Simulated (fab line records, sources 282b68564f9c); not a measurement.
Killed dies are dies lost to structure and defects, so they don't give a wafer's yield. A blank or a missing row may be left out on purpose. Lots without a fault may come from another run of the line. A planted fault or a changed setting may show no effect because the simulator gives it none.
One fault seen from 2 desks | flow rit_cmos | each desk has only its own numbers; what lay behind them comes last

THE TOOL OWNER'S DESK: implanter-02
The tool's own readings at RIT_NWELL_IMPLANT_08: means of the sampled wafers that have a number, for each lot that ran on this tool. A lot is out of limits, marked OUT, if its mean lies more than 4 standard deviations from the usual mean; the brackets give that distance.
Columns: A = beam_on_s at RIT_NWELL_IMPLANT_08, usual 10.02 s; B = end_station_pressure_torr at RIT_NWELL_IMPLANT_08, usual 5.16e-06 Torr; C = faraday_current_uA at RIT_NWELL_IMPLANT_08, usual 158
lot  | first seen here | A                | B                          | C
L178 | day 2 01:42     | 10.04            | 5.10e-06                   | 158
L180 | day 2 14:07     | 10.14            | 5.37e-06                   | 156
L184 | day 3 07:25     | 9.98             | 5.12e-06                   | 158
L185 | day 4 05:10     | 10.06            | 5.04e-06                   | 158
L199 | day 6 09:16     | 11.24 (+6.1) OUT | 4.97e-05 (+99 or more) OUT | 143 (-5.0) OUT
L200 | day 6 12:44     | 11.20 (+5.9) OUT | 5.25e-05 (+99 or more) OUT | 143 (-4.9) OUT
This desk's finding: out of limits on L199, L200; first on L199, day 6 09:16 (beam_on_s at RIT_NWELL_IMPLANT_08). In limits: L178, L180, L184, L185.

THE METROLOGY DESK
What the gauges read, lot by lot, whatever tool the lot ran on: means of the sampled wafers that have a number. A lot is out of limits, marked OUT, if its mean lies more than 4 standard deviations from the usual mean; the brackets give that distance.
Columns: A = NWELL_TW at RIT_NWELL_TW_MEAS_10, usual 2155; B = NWELL_RS at RIT_WELLDRIVE_RS_MEAS_01, usual 275.2 ohm/sq; C = M1_BOW at RIT_M1_BOW_MEAS_16, usual 16 um
lot  | first seen here | A               | B               | C
L178 | day 2 02:01     | 2159            | 275.6           | 15
L180 | day 2 14:23     | 2127            | 275.1           | 17
L181 | day 2 17:55     | 2149            | 274.8           | 15
L183 | day 3 01:54     | 2158            | 275.2           | 15
L184 | day 3 07:42     | 2155            | 275.5           | 19
L185 | day 4 05:29     | 2150            | 274.7           | 18
L186 | day 4 05:40     | 2176            | 274.7           | 19
L188 | day 4 10:40     | 2154            | 275.3           | 10
L187 | day 4 10:47     | 2177            | 275.8           | 9
L189 | day 4 10:54     | 2154            | 275.2           | 21
L190 | day 4 23:40     | 2154            | 275.7           | 17
L191 | day 4 23:56     | 2116            | 275.0           | 11
L199 | day 6 09:36     | 2231 (+4.8) OUT | 258.7 (-28) OUT | 14
L200 | day 6 13:02     | 2232 (+4.8) OUT | 258.6 (-28) OUT | 17
This desk's finding: out of limits on L199, L200; first on L199, day 6 09:36 (NWELL_TW at RIT_NWELL_TW_MEAS_10). In limits: L178, L180, L181, L183, L184, L185, L186, L188, L187, L189, L190, L191.

PUT TOGETHER
The tool owner's desk could have raised an alarm at day 6 09:16, on L199, L200.
The metrology desk could have raised an alarm at day 6 09:36, on L199, L200.
Of the lots named, all ran RIT_NWELL_IMPLANT_08 on implanter-02.

WHAT THE SIMULATOR HAD PUT IN
Process parameter drift: implanter-02, from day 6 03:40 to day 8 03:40, at RIT_NWELL_IMPLANT_08. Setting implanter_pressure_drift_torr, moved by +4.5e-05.
Process parameter drift: implanter-02, from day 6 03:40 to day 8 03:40, at RIT_NWELL_IMPLANT_08. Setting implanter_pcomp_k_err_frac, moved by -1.
Lots struck among those shown: L199, L200.
Hours from the fault's start to each desk's first reading out of limits: the tool owner's desk, 6; the metrology desk, 6.
